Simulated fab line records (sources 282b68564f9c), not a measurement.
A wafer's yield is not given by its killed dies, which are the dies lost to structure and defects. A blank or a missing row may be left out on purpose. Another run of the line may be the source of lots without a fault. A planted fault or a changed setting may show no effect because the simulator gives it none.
What tool caused it? + flow rit_cmos + 7 lots with 21 wafers sampled at 2 steps, on a route of 202 steps

WHAT THE GAUGES READ, wafer by wafer
RIT_ACTIVE_THK_MEAS_02.
| lot  | measured    | on            | ACTIVE_OXIDE_THK (nm) |
|------|-------------|---------------|-----------------------|
| L490 | day 1 17:29 | film_metro-01 | 46.9 46.6 46.4        |
| L493 | day 2 09:02 | film_metro-02 | 47.1 46.9 46.9        |
| L501 | day 4 00:03 | film_metro-01 | 47.8 47.1 47.5        |
| L503 | day 4 11:55 | film_metro-02 | 54.0 53.9 54.9        |
| L507 | day 5 08:43 | film_metro-02 | 47.2 47.2 47.7        |
| L509 | day 5 16:32 | film_metro-01 | 47.3 46.7 46.8        |
| L511 | day 6 03:53 | film_metro-01 | 47.3 47.8 47.0        |

WHAT TOOL EACH LOT RAN ON (gives the tool, then ch and the chambers of the sampled wafers, and finally the start)
| lot  | RIT_ACTIVE_OXIDATION_01      |
|------|------------------------------|
| L490 | furnace-04 ch 0, day 1 15:32 |
| L493 | furnace-01 ch 0, day 2 07:06 |
| L501 | furnace-01 ch 0, day 3 22:07 |
| L503 | furnace-03 ch 0, day 4 09:59 |
| L507 | furnace-01 ch 0, day 5 06:47 |
| L509 | furnace-01 ch 0, day 5 14:34 |
| L511 | furnace-01 ch 0, day 6 01:56 |
- RIT_ACTIVE_OXIDATION_01: target thk 46.8 nm, ox time 3360 s.

THE ANSWER, worked out from the rows above alone
Rule: what is usual is taken from the lots themselves. Put in order of their means at a reading, lots are off if they are a third of the lots or fewer, leave a main group of 4 or more, and stand apart from it by a gap of 3 or more times the standard deviation of the main group's means; of several such gaps the widest counts. Not used: any main group whose means are identical at the precision the tables above print for the reading. A lot without any number at a reading at which 4 lots or more have one is off too. All remaining lots with rows at the step are treated as sound.
Off: at RIT_ACTIVE_THK_MEAS_02 (ACTIVE_OXIDE_THK), L503. The main group: mean 47.1 nm, standard deviation 0.3.
If a tool, at a process step before that reading, ran all the lots that are off and no sound lot after the first of them, it fits. Gauges at RIT_ACTIVE_THK_MEAS_02: tried the same way as those tools. One candidate fits, namely furnace-03 at RIT_ACTIVE_OXIDATION_01. It ran no sound lot before its first lot that is off in this sample, so the start can't be narrowed down.

WHAT HAD BEEN PUT IN BY THE SIMULATOR
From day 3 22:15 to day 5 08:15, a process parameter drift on furnace-03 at RIT_ACTIVE_OXIDATION_01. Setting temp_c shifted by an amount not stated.
Lots struck among those shown: L503. The same result came from the rule above.
